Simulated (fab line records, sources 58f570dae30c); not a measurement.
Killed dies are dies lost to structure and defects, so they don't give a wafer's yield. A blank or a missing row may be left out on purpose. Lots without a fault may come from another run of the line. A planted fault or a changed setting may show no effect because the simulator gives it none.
Which tool did it? | flow berkeley_cmos170 | 13 lots, 38 wafers sampled, at 5 steps of a route of 331

WHAT THE GAUGES READ, wafer by wafer
UCB170_PWELL_OVL_MEAS_13. Usual: PWELL_OVL 0 nm, standard deviation 5.5.
lot  | measured    | on         | PWELL_OVL (nm) | flag
L292 | day 3 06:14 | overlay-02 | -7 -5 -4       |
L293 | day 3 10:53 | overlay-01 | 12 2 5         |
L294 | day 3 10:43 | overlay-02 | -7 -1 -4       |
L295 | day 3 14:58 | overlay-01 | -3 5 1         |
L296 | day 4 00:28 | overlay-01 | -1 2 -6        |
L297 | day 4 00:21 | overlay-02 | 0 1 -2         |
L298 | day 4 08:19 | overlay-02 | 7 8 -5         |
L299 | day 4 18:10 | overlay-02 | -6 -5 0        |
L300 | day 4 18:32 | overlay-02 | 9 0 0          |
L301 | day 4 23:43 | overlay-02 | 0 6 2          |
L305 | day 5 22:49 | overlay-02 | -1 2 -15       |
L306 | day 6 03:10 | overlay-01 | -8 -8          |
L314 | day 7 22:11 | overlay-01 | 3 -8 3         |

UCB170_GATE_CD_MEAS_12: target cd 350 nm. Usual: cd_nm 350.1 nm, standard deviation 1.4.
lot  | measured     | on        | cd_nm (nm)        | flag
L292 | day 6 12:21  | cd_sem-02 | 350.6 350.7 350.3 |
L293 | day 6 12:35  | cd_sem-01 | 350.8 351.8 351.6 |
L294 | day 6 12:53  | cd_sem-01 | 351.0 352.8 352.5 |
L295 | day 6 21:54  | cd_sem-01 | 348.8 349.5 350.2 |
L296 | day 6 22:08  | cd_sem-01 | 347.0 347.5 347.8 |
L297 | day 6 22:17  | cd_sem-01 | 349.4 349.1 349.0 |
L298 | day 7 11:06  | cd_sem-01 | 350.9 350.5 349.9 |
L299 | day 7 19:08  | cd_sem-02 | 350.4 349.4 351.3 |
L300 | day 7 18:59  | cd_sem-01 | 349.2 351.3 350.4 |
L301 | day 7 18:51  | cd_sem-02 | 351.6 352.1 351.9 |
L305 | day 8 14:23  | cd_sem-02 | 352.7 351.3 351.7 |
L306 | day 9 01:05  | cd_sem-01 | 343.2 344.9       | OFF
L314 | day 10 08:50 | cd_sem-01 | 351.2 349.7 349.2 |

WHICH TOOL RAN EACH LOT (tool, then ch and the chambers of the sampled wafers, then the start)
lot  | UCB170_ZERO_ETCH_06               | UCB170_PFIELD_STRIP_08              | UCB170_GATE_EXPOSE_09
L292 | rie_diel-03 ch 0,2, day 2 04:52   | plasma_asher-02 ch 0,1, day 4 11:44 | krf_scanner-02 ch 0, day 6 11:58
L293 | rie_diel-01 ch 1,3, day 2 07:56   | plasma_asher-02 ch 0,1, day 4 15:46 | krf_scanner-01 ch 0, day 6 12:11
L294 | rie_diel-02 ch 1,2,3, day 2 08:12 | plasma_asher-02 ch 0,1, day 4 16:34 | krf_scanner-02 ch 0, day 6 12:29
L295 | rie_diel-03 ch 0,2,3, day 2 13:34 | plasma_asher-02 ch 0,1, day 4 22:16 | krf_scanner-01 ch 0, day 6 21:31
L296 | rie_diel-03 ch 0,1,3, day 2 20:25 | plasma_asher-04 ch 0,1, day 5 00:04 | krf_scanner-02 ch 0, day 6 21:45
L297 | rie_diel-01 ch 1,2,3, day 2 22:56 | plasma_asher-04 ch 0,1, day 5 00:20 | krf_scanner-02 ch 0, day 6 21:53
L298 | rie_diel-02 ch 1,2, day 3 05:43   | plasma_asher-04 ch 0,1, day 5 15:54 | krf_scanner-02 ch 0, day 7 10:43
L299 | rie_diel-01 ch 0,3, day 3 10:56   | plasma_asher-04 ch 0,1, day 6 10:09 | krf_scanner-02 ch 0, day 7 18:35
L300 | rie_diel-01 ch 0,1,2, day 3 16:03 | plasma_asher-02 ch 0,1, day 6 10:23 | krf_scanner-01 ch 0, day 7 18:20
L301 | rie_diel-03 ch 1,2, day 3 23:07   | plasma_asher-03 ch 0,1, day 6 10:25 | krf_scanner-01 ch 0, day 7 18:14
L305 | rie_diel-01 ch 1,3, day 4 16:37   | plasma_asher-02 ch 0,1, day 7 01:01 | krf_scanner-02 ch 0, day 8 13:33
L306 | rie_diel-02 ch 2,3, day 4 19:42   | plasma_asher-03 ch 0,1, day 7 10:28 | krf_scanner-01 ch 0, day 9 00:41
L314 | rie_diel-03 ch 1,2,3, day 6 12:07 | plasma_asher-04 ch 0,1, day 8 22:02 | krf_scanner-02 ch 0, day 10 08:05
- UCB170_ZERO_ETCH_06: etches SiO2 in CHF3/CF4/Ar, time 12 s.
- UCB170_PFIELD_STRIP_08: strips in O2.
- UCB170_GATE_EXPOSE_09: exposes mask POLY, target cd 350 nm.

WHAT THE TOOLS THEMSELVES READ (means of the sampled wafers that have a number; where no wafer has one, the mark that the record gives instead)
UCB170_ZERO_ETCH_06. Usual: drypump_motor_current_A 5.7 A, standard deviation 0.4; oes_product_au 0.617 a.u., standard deviation 0.01; throttle_valve_pct 9.17 %, standard deviation 0.13.
lot  | tool        | drypump_motor_current_A (A) | oes_product_au (a.u.) | throttle_valve_pct (%) | flag
L292 | rie_diel-03 | 6.0                         | 0.614                 | 9.24                   |
L293 | rie_diel-01 | 5.8                         | 0.612                 | 9.01                   |
L294 | rie_diel-02 | 5.6                         | 0.626                 | 9.11                   |
L295 | rie_diel-03 | 5.6                         | 0.613                 | 9.24                   |
L296 | rie_diel-03 | 5.3                         | 0.615                 | 9.29                   |
L297 | rie_diel-01 | 5.8                         | 0.619                 | 9.11                   |
L298 | rie_diel-02 | 5.8                         | 0.627                 | 9.02                   |
L299 | rie_diel-01 | 5.6                         | 0.598                 | 9.13                   |
L300 | rie_diel-01 | 5.8                         | 0.618                 | 9.13                   |
L301 | rie_diel-03 | 6.0                         | 0.612                 | 9.33                   |
L305 | rie_diel-01 | 5.7                         | 0.610                 | 9.04                   |
L306 | rie_diel-02 | 5.3                         | 0.627                 | 9.16                   |
L314 | rie_diel-03 | 5.5                         | 0.614                 | 9.33                   |

UCB170_PFIELD_STRIP_08. Usual: drypump_motor_current_A 5.97 A, standard deviation 0.26; oes_product_au 0.735 a.u., standard deviation 0.0046; strip_time_to_endpoint_s 21.63 s, standard deviation 0.064.
lot  | tool            | drypump_motor_current_A (A) | oes_product_au (a.u.) | strip_time_to_endpoint_s (s) | flag
L292 | plasma_asher-02 | 5.98                        | 0.737                 | 21.55                        |
L293 | plasma_asher-02 | 6.00                        | 0.734                 | 21.63                        |
L294 | plasma_asher-02 | 5.78                        | 0.736                 | 21.69                        |
L295 | plasma_asher-02 | 5.81                        | 0.735                 | 21.78                        |
L296 | plasma_asher-04 | 6.09                        | 0.734                 | 21.66                        |
L297 | plasma_asher-04 | 6.18                        | 0.736                 | 21.60                        |
L298 | plasma_asher-04 | 6.18                        | 0.737                 | 21.59                        |
L299 | plasma_asher-04 | 6.18                        | 0.737                 | 21.65                        |
L300 | plasma_asher-02 | 5.80                        | 0.734                 | 21.63                        |
L301 | plasma_asher-03 | 5.77                        | 0.735                 | 21.66                        |
L305 | plasma_asher-02 | 6.02                        | 0.736                 | 21.57                        |
L306 | plasma_asher-03 | 5.85                        | 0.738                 | 21.59                        |
L314 | plasma_asher-04 | 6.19                        | 0.736                 | 21.56                        |

UCB170_GATE_EXPOSE_09. Usual: exposure_dose_mJ_cm2 20.999, standard deviation 0.022.
lot  | tool           | exposure_dose_mJ_cm2 | flag
L292 | krf_scanner-02 | 20.991               |
L293 | krf_scanner-01 | 20.976               |
L294 | krf_scanner-02 | 21.014               |
L295 | krf_scanner-01 | 20.996               |
L296 | krf_scanner-02 | 20.978               |
L297 | krf_scanner-02 | 21.009               |
L298 | krf_scanner-02 | 20.961               |
L299 | krf_scanner-02 | 21.013               |
L300 | krf_scanner-01 | 20.985               |
L301 | krf_scanner-01 | 21.012               |
L305 | krf_scanner-02 | 21.005               |
L306 | krf_scanner-01 | 20.901               | OFF
L314 | krf_scanner-02 | 21.029               |

THE ANSWER, worked out from the rows above alone
Rule: a lot is off if the mean of its wafers that have a number lies more than 3 standard deviations from the usual mean. A lot without any number at a reading at which 4 lots or more have one is off too. The other lots that the step has rows for count as sound. The gauges are gone through in route order, then the tools' own readings, and for those a lot's mean is taken as printed above. The first step at which some lot is off is used, and at that step the reading that is off furthest; a lot without a number counts as furthest.
Off: L306, at UCB170_GATE_CD_MEAS_12 (cd_nm).
A tool fits if, at a process step before that reading, it ran every lot that is off, and no sound lot after the first of them. The gauges at UCB170_GATE_CD_MEAS_12 aren't tried: what is off there is off at UCB170_GATE_EXPOSE_09 too, on other tools, and a gauge's error can't cause that. Can't be told from this: 3 tools fit, rie_diel-02 at UCB170_ZERO_ETCH_06, plasma_asher-03 at UCB170_PFIELD_STRIP_08, krf_scanner-01 at UCB170_GATE_EXPOSE_09.

WHAT THE SIMULATOR HAD PUT IN
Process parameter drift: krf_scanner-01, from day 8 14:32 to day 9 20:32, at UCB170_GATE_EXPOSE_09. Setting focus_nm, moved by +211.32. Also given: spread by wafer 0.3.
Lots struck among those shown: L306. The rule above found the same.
